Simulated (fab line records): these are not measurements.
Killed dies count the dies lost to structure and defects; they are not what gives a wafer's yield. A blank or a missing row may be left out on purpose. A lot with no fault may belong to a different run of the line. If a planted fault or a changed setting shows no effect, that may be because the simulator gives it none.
Which tool is to blame? :: flow rit-cmos :: 42 wafers from 14 lots sampled at 2 of the route's 202 steps

## WHAT THE GAUGES READ, wafer by wafer
The record lacks any reading of a measuring or inspecting step that a usual standard deviation could be used to judge.

## TOOL THAT RAN EACH LOT (tool first, then ch and the chambers of the sampled wafers, then the start)
lot: L537
RIT_SILICIDE_RTA_04: rtp-anneal-01 ch 0, day 3 09:46
RIT_M1_PROBE_99: -

lot: L538
RIT_SILICIDE_RTA_04: rtp-anneal-01 ch 0, day 3 21:40
RIT_M1_PROBE_99: -

lot: L540
RIT_SILICIDE_RTA_04: rtp-anneal-02 ch 0, day 4 07:07
RIT_M1_PROBE_99: -

lot: L541
RIT_SILICIDE_RTA_04: rtp-anneal-01 ch 0, day 4 11:58
RIT_M1_PROBE_99: -

lot: L542
RIT_SILICIDE_RTA_04: rtp-anneal-02 ch 0, day 4 16:50
RIT_M1_PROBE_99: -

lot: L543
RIT_SILICIDE_RTA_04: rtp-anneal-01 ch 0, day 4 22:11
RIT_M1_PROBE_99: -

lot: L544
RIT_SILICIDE_RTA_04: rtp-anneal-02 ch 0, day 5 02:24
RIT_M1_PROBE_99: -

lot: L546
RIT_SILICIDE_RTA_04: rtp-anneal-02 ch 0, day 5 12:29
RIT_M1_PROBE_99: -

lot: L547
RIT_SILICIDE_RTA_04: rtp-anneal-01 ch 0, day 5 16:33
RIT_M1_PROBE_99: -

lot: L551
RIT_SILICIDE_RTA_04: rtp-anneal-01 ch 0, day 6 06:07
RIT_M1_PROBE_99: -

lot: L552
RIT_SILICIDE_RTA_04: rtp-anneal-02 ch 0, day 6 14:12
RIT_M1_PROBE_99: -

lot: L554
RIT_SILICIDE_RTA_04: rtp-anneal-02 ch 0, day 6 23:14
RIT_M1_PROBE_99: prober-01, day 7 05:56

lot: L557
RIT_SILICIDE_RTA_04: rtp-anneal-01 ch 0, day 7 12:50
RIT_M1_PROBE_99: -

lot: L559
RIT_SILICIDE_RTA_04: rtp-anneal-01 ch 0, day 8 06:12
RIT_M1_PROBE_99: -
- RIT_SILICIDE_RTA_04: time 10 s, ramp up 5 s, ramp down 5 s.
- RIT_M1_PROBE_99

## AS READ BY THE TOOLS THEMSELVES (means over the sampled wafers that have a number; for cases with no such wafer, the mark the record gives instead)
RIT_SILICIDE_RTA_04.
lot: L537
tool: rtp-anneal-01
wafer_temp_C_max: 653.4

lot: L538
tool: rtp-anneal-01
wafer_temp_C_max: 653.6

lot: L540
tool: rtp-anneal-02
wafer_temp_C_max: 654.4

lot: L541
tool: rtp-anneal-01
wafer_temp_C_max: 653.4

lot: L542
tool: rtp-anneal-02
wafer_temp_C_max: 653.7

lot: L543
tool: rtp-anneal-01
wafer_temp_C_max: 652.4

lot: L544
tool: rtp-anneal-02
wafer_temp_C_max: 653.3

lot: L546
tool: rtp-anneal-02
wafer_temp_C_max: 653.9

lot: L547
tool: rtp-anneal-01
wafer_temp_C_max: 653.7

lot: L551
tool: rtp-anneal-01
wafer_temp_C_max: 654.1

lot: L552
tool: rtp-anneal-02
wafer_temp_C_max: 657.3

lot: L554
tool: rtp-anneal-02
wafer_temp_C_max: 657.9

lot: L557
tool: rtp-anneal-01
wafer_temp_C_max: 653.8

lot: L559
tool: rtp-anneal-01
wafer_temp_C_max: 653.9

RIT_M1_PROBE_99.
lot: L554
tool: prober-01
killed_at_M0_to_M3: 0.0
killed-at-contacts: 0.0
killed-at-front-end: 8.3
killed-dies: 8.3
killed-open: 4.3
killed-short: 4.0

## THE ANSWER, worked out from the rows above alone
Rule: the lots themselves supply what counts as usual. Put in order of their means at a reading, lots are off if they are a third of the lots or fewer, leave a main group of 4 or more, and stand apart from it by a gap of 3 or more times the standard deviation of the main group's means; of several such gaps the widest counts. A main group is skipped when, at the precision printed for the reading in the tables above, its means are all equal. Also off: a lot with no number at a reading for which 4 or more lots have one. The other lots that the step has rows for count as sound. After the gauges, taken in route order, come the tools' own readings; for these a lot's mean is taken, as printed above. At the first step where some lot is off, the reading lying furthest off is the one used; lots without a number count as furthest.
Off, at RIT_SILICIDE_RTA_04 on wafer_temp_C_max: L552, L554. Main group: mean 653.6, sd 0.48.
If a tool, at that step or one of the process steps before it, ran each lot that is off and ran no sound lot following the first of them, it fits. One fits: RIT_SILICIDE_RTA_04 on rtp-anneal-02. Its last sound lot is L546 (day 5 12:29), its first lot that is off L552 (day 6 14:12): a fault that began between those two fits.
The tool's own readings at RIT_SILICIDE_RTA_04 bear it out: on the lots that are off they differ by more than 5 times the standard deviation of the sound lots' means. wafer_temp_C_max reads 657.6 there against 653.6 on the sound lots.

## WHAT THE SIMULATOR HAD INSERTED
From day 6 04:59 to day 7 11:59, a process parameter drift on rtp-anneal-02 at RIT_SILICIDE_RTA_04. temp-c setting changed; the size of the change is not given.
Lots struck among those shown: L552, L554. This agrees with what the rule above found.
